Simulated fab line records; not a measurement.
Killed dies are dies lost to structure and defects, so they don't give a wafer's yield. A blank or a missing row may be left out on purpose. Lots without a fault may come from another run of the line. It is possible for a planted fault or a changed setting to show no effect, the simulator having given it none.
fab line records ; flow berkeley-cmos170
record lots=14; wafers=42; last-day=12
route steps=331 shown PSD@182 CONTACT@224
lots untouched by any fault: they come from a run of this same line in which no faults occurred
start-h: start of the lot's first displayed wafer, in hours after the record's first day ; wait-h: hours from the lot's prior step to this one ; " identical to the entry in the row above ; L1.1+2: one row covering several wafers at once ; - either no value or no given start ; * or withheld: withheld ; < > ~ a bound
route shown NAME@n: NAME is a module with steps in the file, n the number in the route of the first one ; usual: the fault-free wafers' mean and standard deviation ; same: alike in all rows ; chamber/n: place in a boat ; sites: the reading at each site ; _std_site: how widely they spread, as a standard deviation ; _edge_site: the outer-site mean with the inner-site mean subtracted ; radius-mm: for every site, how far away it sits from the centre of the wafer ; mask NAME#n: copy n ; behind: tool/chamber where the wafer was last shaped ; hold: the reason the lot was held/the length of the hold in hours/how it ended ; device: the n, p or np transistor that did not switch ; end of line: at the end of the route, the tests of the same wafers ; a step with no rows: only its recipe ; killed: the dies lost at the first sort to structure and to defects; this is not the yield of the wafer ; map: the dies of a wafer, with x for killed, . for not killed, _ for no die there
set.NAME: the setting as run; set.NAME@STEP: as run at that earlier step ; model.NAME: the simulator's own value behind a step, which no gauge read
one table for each step of the route and one row for each wafer, over a sample of lots
services: when a tool's chamber went out of use (start-h, in hours from the record's first day, below 0 if earlier), for how many hours, and the reason
## steps
# step UCB170_PSD_OVL_MEAS_07
# usual PSD_OVL=3/5.2
lot.wafer;tool;chamber;start-h;wait-h;PSD_OVL[nm]
L252.1;overlay-02;-;137.86;0.1;8
L252.2;overlay-02;-;137.86;0.1;5
L252.3;overlay-02;-;137.86;0.1;3
L255.1;overlay-01;-;145.27;0.1;3
L255.2;overlay-01;-;145.27;0.1;-2
L255.4;overlay-01;-;145.27;0.1;6
L256.3;overlay-02;-;145.39;0.1;-3
L256.4;overlay-02;-;145.39;0.1;-6
L256.5;overlay-02;-;145.39;0.1;-5
L259.3;overlay-02;-;172.83;0.1;3
L259.4;overlay-02;-;172.83;0.1;7
L259.6;overlay-02;-;172.83;0.1;4
L260.1;overlay-01;-;173.26;0.1;0
L260.5;overlay-01;-;173.26;0.1;-3
L260.6;overlay-01;-;173.26;0.1;1
L258.2;overlay-01;-;173.54;0.1;-8
L258.5;overlay-01;-;173.54;0.1;-4
L258.6;overlay-01;-;173.54;0.1;-4
L262.1;overlay-02;-;176.28;0.1;0
L262.2;overlay-02;-;176.28;0.1;-1
L262.5;overlay-02;-;176.28;0.1;-2
L263.2;overlay-02;-;186.62;0.1;2
L263.3;overlay-02;-;186.62;0.1;7
L263.6;overlay-02;-;186.62;0.1;-2
L264.4;overlay-02;-;186.79;0.1;1
L264.5;overlay-02;-;186.79;0.1;2
L264.6;overlay-02;-;186.79;0.1;-1
L267.2;overlay-01;-;208.64;0.1;9
L267.5;overlay-01;-;208.64;0.1;6
L267.6;overlay-01;-;208.64;0.1;2
L266.4;overlay-02;-;208.85;0.1;-1
L266.5;overlay-02;-;208.85;0.1;3
L266.6;overlay-02;-;208.85;0.1;-1
L273.1;overlay-01;-;231.56;0.1;16
L273.2;overlay-01;-;231.56;0.1;3
L273.5;overlay-01;-;231.56;0.1;8
L274.1;overlay-01;-;244.88;0.1;-2
L274.2;overlay-01;-;244.88;0.1;-2
L274.5;overlay-01;-;244.88;0.1;7
L275.1;overlay-01;-;254.88;0.1;6
L275.2;overlay-01;-;254.88;0.1;5
L275.4;overlay-01;-;254.88;0.1;-3
# step UCB170_CONTACT_RTA_08
# recipe temp-c=900; time-s=10; ambient=N2
# usual anneal-temp-c-max=904.4/1.6; chamber-o2-ppm=2.004/0.023; lamp-power-pct=24.7/1.2; wafer_temp_C_max=903.7/0.94
lot.wafer;tool;chamber;start-h;wait-h;anneal-temp-c-max;chamber-o2-ppm;lamp-power-pct;wafer_temp_C_max
L252.1;rtp-anneal-01;0;149.62;0.1;903.1;2.025;25.7;903.3
L252.2;rtp-anneal-01;0;149.62;0.1;903.7;2.027;25.7;904.2
L252.3;rtp-anneal-01;0;149.62;0.1;902.5;2.022;25.8;904.0
L255.1;rtp-anneal-02;0;157.07;0.0;905.0;1.951;23.4;903.5
L255.2;rtp-anneal-02;0;157.07;0.0;905.1;1.984;23.4;905.6
L255.4;rtp-anneal-02;0;157.07;0.0;905.5;1.988;23.5;904.5
L256.3;rtp-anneal-01;0;157.09;0.0;903.5;2.023;25.7;903.2
L256.4;rtp-anneal-01;0;157.09;0.0;902.3;2.004;25.8;903.3
L256.5;rtp-anneal-01;0;157.09;0.0;901.9;1.981;25.7;902.8
L260.1;rtp-anneal-01;0;184.48;0.0;903.5;1.990;25.7;902.9
L260.5;rtp-anneal-01;0;184.48;0.0;903.8;1.956;25.8;903.4
L260.6;rtp-anneal-01;0;184.48;0.0;903.2;1.999;25.8;902.4
L259.3;rtp-anneal-02;0;184.51;0.0;905.1;1.986;23.4;903.2
L259.4;rtp-anneal-02;0;184.51;0.0;905.2;2.000;23.5;904.3
L259.6;rtp-anneal-02;0;184.51;0.0;905.5;1.969;23.4;903.7
L262.1;rtp-anneal-02;0;184.93;0.0;904.8;2.006;23.4;905.0
L262.2;rtp-anneal-02;0;184.93;0.0;905.8;2.017;23.4;903.6
L262.5;rtp-anneal-02;0;184.93;0.0;906.0;1.974;23.5;903.8
L258.2;rtp-anneal-01;0;184.95;0.0;902.7;2.024;25.7;903.0
L258.5;rtp-anneal-01;0;184.95;0.0;903.8;2.000;25.7;903.0
L258.6;rtp-anneal-01;0;184.95;0.0;903.7;2.004;25.7;903.9
L263.2;rtp-anneal-01;0;197.15;0.0;905.6;2.033;25.8;902.4
L263.3;rtp-anneal-01;0;197.15;0.0;903.0;2.026;25.8;902.7
L263.6;rtp-anneal-01;0;197.15;0.0;902.9;1.977;25.8;902.4
L264.4;rtp-anneal-02;0;197.62;0.0;904.6;1.996;23.5;905.0
L264.5;rtp-anneal-02;0;197.62;0.0;906.4;2.030;23.4;903.9
L264.6;rtp-anneal-02;0;197.62;0.0;906.7;1.986;23.4;903.2
L267.2;rtp-anneal-01;-;216.64;0.0;-;-;-;-
L267.5;rtp-anneal-01;-;216.64;0.0;-;-;-;-
L267.6;rtp-anneal-01;-;216.64;0.0;-;-;-;-
L266.4;rtp-anneal-02;-;216.93;0.0;-;-;-;-
L266.5;rtp-anneal-02;-;216.93;0.0;-;-;-;-
L266.6;rtp-anneal-02;-;216.93;0.0;-;-;-;-
L273.1;rtp-anneal-02;0;240.18;0.0;905.1;2.009;23.5;903.1
L273.2;rtp-anneal-02;0;240.18;0.0;905.7;2.023;23.4;906.3
L273.5;rtp-anneal-02;0;240.18;0.0;906.1;2.006;23.4;903.4
L274.1;rtp-anneal-02;0;252.68;0.0;906.5;1.989;23.4;903.9
L274.2;rtp-anneal-02;0;252.68;0.0;905.8;2.002;23.4;903.6
L274.5;rtp-anneal-02;0;252.68;0.0;906.0;1.990;23.4;904.7
L275.1;rtp-anneal-01;0;268.40;0.0;903.2;2.010;25.8;904.1
L275.2;rtp-anneal-01;0;268.40;0.0;902.1;1.998;25.7;903.9
L275.4;rtp-anneal-01;0;268.40;0.0;902.2;2.016;25.7;904.1
# step UCB170_CONTACT_OVL_MEAS_16
# usual CONTACT_OVL=1/5.7
lot.wafer;tool;chamber;start-h;wait-h;CONTACT_OVL[nm]
L252.1;overlay-01;-;152.28;0.1;-5
L252.2;overlay-01;-;152.28;0.1;0
L252.3;overlay-01;-;152.28;0.1;-1
L255.1;overlay-01;-;158.09;0.1;1
L255.2;overlay-01;-;158.09;0.1;4
L255.4;overlay-01;-;158.09;0.1;6
L256.3;overlay-02;-;158.22;0.1;-4
L256.4;overlay-02;-;158.22;0.1;-14
L256.5;overlay-02;-;158.22;0.1;-2
L259.3;overlay-01;-;185.97;0.1;-3
L259.4;overlay-01;-;185.97;0.1;2
L259.6;overlay-01;-;185.97;0.1;-2
L260.1;overlay-02;-;185.99;0.1;-4
L260.5;overlay-02;-;185.99;0.1;0
L260.6;overlay-02;-;185.99;0.1;6
L258.2;overlay-02;-;186.41;0.1;1
L258.5;overlay-02;-;186.41;0.1;7
L258.6;overlay-02;-;186.41;0.1;0
L262.1;overlay-01;-;186.52;0.1;-5
L262.2;overlay-01;-;186.52;0.1;4
L262.5;overlay-01;-;186.52;0.1;2
L263.2;overlay-01;-;198.51;0.1;4
L263.3;overlay-01;-;198.51;0.1;4
L263.6;overlay-01;-;198.51;0.1;13
L264.4;overlay-01;-;198.81;0.1;6
L264.5;overlay-01;-;198.81;0.1;-1
L264.6;overlay-01;-;198.81;0.1;5
L267.2;overlay-02;-;217.67;0.1;1
L267.5;overlay-02;-;217.67;0.1;9
L267.6;overlay-02;-;217.67;0.1;0
L266.4;overlay-01;-;218.07;0.1;1
L266.5;overlay-01;-;218.07;0.1;-4
L266.6;overlay-01;-;218.07;0.1;-1
L273.1;overlay-01;-;241.21;0.1;8
L273.2;overlay-01;-;241.21;0.1;3
L273.5;overlay-01;-;241.21;0.1;8
L274.1;overlay-01;-;254.04;0.1;4
L274.2;overlay-01;-;254.04;0.1;-11
L274.5;overlay-01;-;254.04;0.1;-3
L275.1;overlay-02;-;269.43;0.1;-7
L275.2;overlay-02;-;269.43;0.1;-4
L275.4;overlay-02;-;269.43;0.1;2
# step UCB170_CONTACT_STRIP_19
# recipe chemistry=O2; power-w=400; pressure-mtorr=3500; platen-temp-c=withheld; o2-flow-sccm=400; overash-fraction=0.5
# usual drypump-motor-current-A=6.1/0.38; oes-product-au=0.725/0.0046
lot.wafer;tool;chamber;start-h;wait-h;drypump-motor-current-A;oes-product-au;rf-hours-counter-h
L252.1;plasma-asher-01;1;152.49;-;6.0;0.734;46
L252.2;plasma-asher-01;0;152.49;-;6.3;0.728;46
L252.3;plasma-asher-01;0;152.49;-;6.3;0.731;-
L255.1;plasma-asher-01;1;158.30;-;6.0;0.727;47
L255.2;plasma-asher-01;0;158.30;-;6.3;0.722;47
L255.4;plasma-asher-01;0;158.30;-;6.3;0.724;-
L256.3;plasma-asher-03;0;158.45;-;5.4;0.723;-
L256.4;plasma-asher-03;1;158.45;-;6.5;0.726;-
L256.5;plasma-asher-03;0;158.45;-;5.4;0.719;-
L260.1;plasma-asher-02;1;186.19;-;6.6;0.724;47
L260.5;plasma-asher-02;0;186.19;-;5.9;0.724;-
L260.6;plasma-asher-02;1;186.19;-;6.6;0.724;-
L259.3;plasma-asher-01;0;186.19;-;6.3;0.719;-
L259.4;plasma-asher-01;1;186.19;-;6.0;0.722;-
L259.6;plasma-asher-01;0;186.19;-;6.3;0.733;-
L258.2;plasma-asher-01;1;186.61;-;6.0;0.724;50
L258.5;plasma-asher-01;1;186.61;-;6.0;0.733;-
L258.6;plasma-asher-01;0;186.61;-;6.3;0.726;-
L262.1;plasma-asher-02;0;186.73;-;5.8;0.720;48
L262.2;plasma-asher-02;1;186.73;-;6.6;0.723;48
L262.5;plasma-asher-02;1;186.73;-;6.6;0.721;-
L263.2;plasma-asher-01;0;198.79;-;6.3;0.722;51
L263.3;plasma-asher-01;1;198.79;-;6.0;0.717;-
L263.6;plasma-asher-01;0;198.79;-;6.3;0.727;-
L264.4;plasma-asher-02;0;199.03;-;5.9;0.722;-
L264.5;plasma-asher-02;1;199.03;-;6.6;0.724;-
L264.6;plasma-asher-02;0;199.03;-;5.9;0.717;-
L267.2;plasma-asher-01;1;217.86;-;6.0;0.727;53
L267.5;plasma-asher-01;0;217.86;-;6.3;0.722;-
L267.6;plasma-asher-01;1;217.86;-;6.0;0.736;-
L266.4;plasma-asher-02;0;218.29;-;5.9;0.726;-
L266.5;plasma-asher-02;0;218.29;-;5.8;0.727;-
L266.6;plasma-asher-02;1;218.29;-;6.5;0.731;-
L273.1;plasma-asher-03;1;241.41;-;6.6;0.726;50
L273.2;plasma-asher-03;0;241.41;-;5.4;0.720;50
L273.5;plasma-asher-03;0;241.41;-;5.4;0.722;-
L274.1;plasma-asher-01;0;254.25;-;6.3;0.718;57
L274.2;plasma-asher-01;1;254.25;-;6.0;0.725;57
L274.5;plasma-asher-01;1;254.25;-;6.0;0.733;-
L275.1;plasma-asher-01;1;269.63;-;6.0;0.728;59
L275.2;plasma-asher-01;0;269.63;-;6.3;0.725;59
L275.4;plasma-asher-01;0;269.63;-;6.3;0.723;-
## services
tool;chamber;start-h;hours;kind
plasma-asher-01;-;126.32;7.1;repair
rtp-anneal-02;-;209.11;0.9;pm
## key
first-sign step=UCB170_CONTACT_RTA_08; reading=tool-record; direction=missing
effect none on later readings
met-at UCB170_CONTACT_RTA_08
struck-lots L266,L267
later-rows-left-out L266.4,L266.5,L266.6,L267.2,L267.5,L267.6
sort-left-out L266.4,L266.5,L266.6,L267.2,L267.5,L267.6
tester-left-out L266,L267
not-acting-at UCB170_PSD_OVL_MEAS_07,UCB170_CONTACT_OVL_MEAS_16,UCB170_CONTACT_STRIP_19
onset-between 197.62 216.64
fault kind=skipped-step-whole; tool=rtp-anneal-01,rtp-anneal-02; chamber=-; onset-h=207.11; steps=UCB170_CONTACT_RTA_08; scope=struck-lots-only
# tester-left-out: of these lots the tester's yield and bins aren't shown, on N5 and GAA mostly nor the transistor test; their killed dies are dies lost to structure and defects alone, not to doping, threshold or leakage, so they don't give the yield
# sort-left-out: the simulated sort isn't trusted on such a fault, so these wafers' sort isn't shown, and their yield isn't known
# later-rows-left-out: the simulator's readings of these wafers behind a module that went badly wrong aren't trusted and aren't shown, but for the sort
